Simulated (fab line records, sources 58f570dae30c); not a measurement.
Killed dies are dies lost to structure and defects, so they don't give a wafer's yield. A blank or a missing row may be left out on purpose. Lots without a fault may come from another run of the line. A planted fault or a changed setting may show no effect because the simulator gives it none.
Split-lot experiment | flow berkeley_cmos170 | 5 lots, 23 wafers read, on a route of 331 steps

THE SPLIT
At UCB170_SCREENOX_OXIDATION_01 (target thk 14.4 nm, ox time 2400 s), the setting ox_time_s was moved away from the recipe's 2400 s on 20 of the 23 wafers read, by +5.6% to +13.6%. The other wafers ran this setting at the recipe's value.

The reading is taken at the split's own step.

THE READING
SiO2_of_SCREENOX_OXIDATION_01.thk_nm (the simulator's own value, which no gauge read), in nm, at UCB170_SCREENOX_OXIDATION_01 (target thk 14.4 nm, ox time 2400 s). The file gives no usual value for it. The 3 wafers here that ran the recipe average 14.31 nm, standard deviation 0.18 nm.

wafer  | tool, chamber at the split | ox_time_s as run, s | against the recipe | SiO2_of_SCREENOX_OXIDATION_01.thk_nm, nm | against lot-mates on the recipe
L074.1 | -, -                       | 2653                | +10.5%             | 15.59                                    | no lot-mate on the recipe
L074.2 | -, -                       | 2653                | +10.5%             | 15.82                                    | no lot-mate on the recipe
L074.3 | -, -                       | 2653                | +10.5%             | 15.56                                    | no lot-mate on the recipe
L074.4 | -, -                       | 2653                | +10.5%             | 15.45                                    | no lot-mate on the recipe
L074.5 | -, -                       | 2653                | +10.5%             | 15.7                                     | no lot-mate on the recipe
L075.3 | furnace-04, 0              | 2400                | recipe             | 14.52                                    | -
L075.4 | furnace-04, 0              | 2400                | recipe             | 14.34                                    | -
L075.6 | furnace-04, 0              | 2400                | recipe             | 14.08                                    | -
L080.1 | -, -                       | 2727                | +13.6%             | 16.13                                    | no lot-mate on the recipe
L080.3 | -, -                       | 2727                | +13.6%             | 16.09                                    | no lot-mate on the recipe
L080.4 | -, -                       | 2727                | +13.6%             | 16.11                                    | no lot-mate on the recipe
L080.5 | -, -                       | 2727                | +13.6%             | 16.2                                     | no lot-mate on the recipe
L080.6 | -, -                       | 2727                | +13.6%             | 16.06                                    | no lot-mate on the recipe
L081.1 | -, -                       | 2570                | +7.1%              | 15.57                                    | no lot-mate on the recipe
L081.2 | -, -                       | 2570                | +7.1%              | 15.47                                    | no lot-mate on the recipe
L081.3 | -, -                       | 2570                | +7.1%              | 15.44                                    | no lot-mate on the recipe
L081.4 | -, -                       | 2570                | +7.1%              | 15.36                                    | no lot-mate on the recipe
L081.6 | -, -                       | 2570                | +7.1%              | 15.56                                    | no lot-mate on the recipe
L083.1 | -, -                       | 2534                | +5.6%              | 15.01                                    | no lot-mate on the recipe
L083.2 | -, -                       | 2534                | +5.6%              | 14.9                                     | no lot-mate on the recipe
L083.4 | -, -                       | 2534                | +5.6%              | 14.84                                    | no lot-mate on the recipe
L083.5 | -, -                       | 2534                | +5.6%              | 14.95                                    | no lot-mate on the recipe
L083.6 | -, -                       | 2534                | +5.6%              | 14.72                                    | no lot-mate on the recipe

THE FIT
A straight line over all 23 wafers: SiO2_of_SCREENOX_OXIDATION_01.thk_nm changes by +0.132 nm for each +1% of ox_time_s; r = +0.95; the points scatter about the line by 0.18 nm.
Too few moved wafers have a lot-mate on the recipe to fit a line with each lot's own level taken away.

THE FILE'S OWN FIT
SiO2_of_SCREENOX_OXIDATION_01.thk_nm changes by +0.132 nm for each +1% of ox_time_s, r = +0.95.
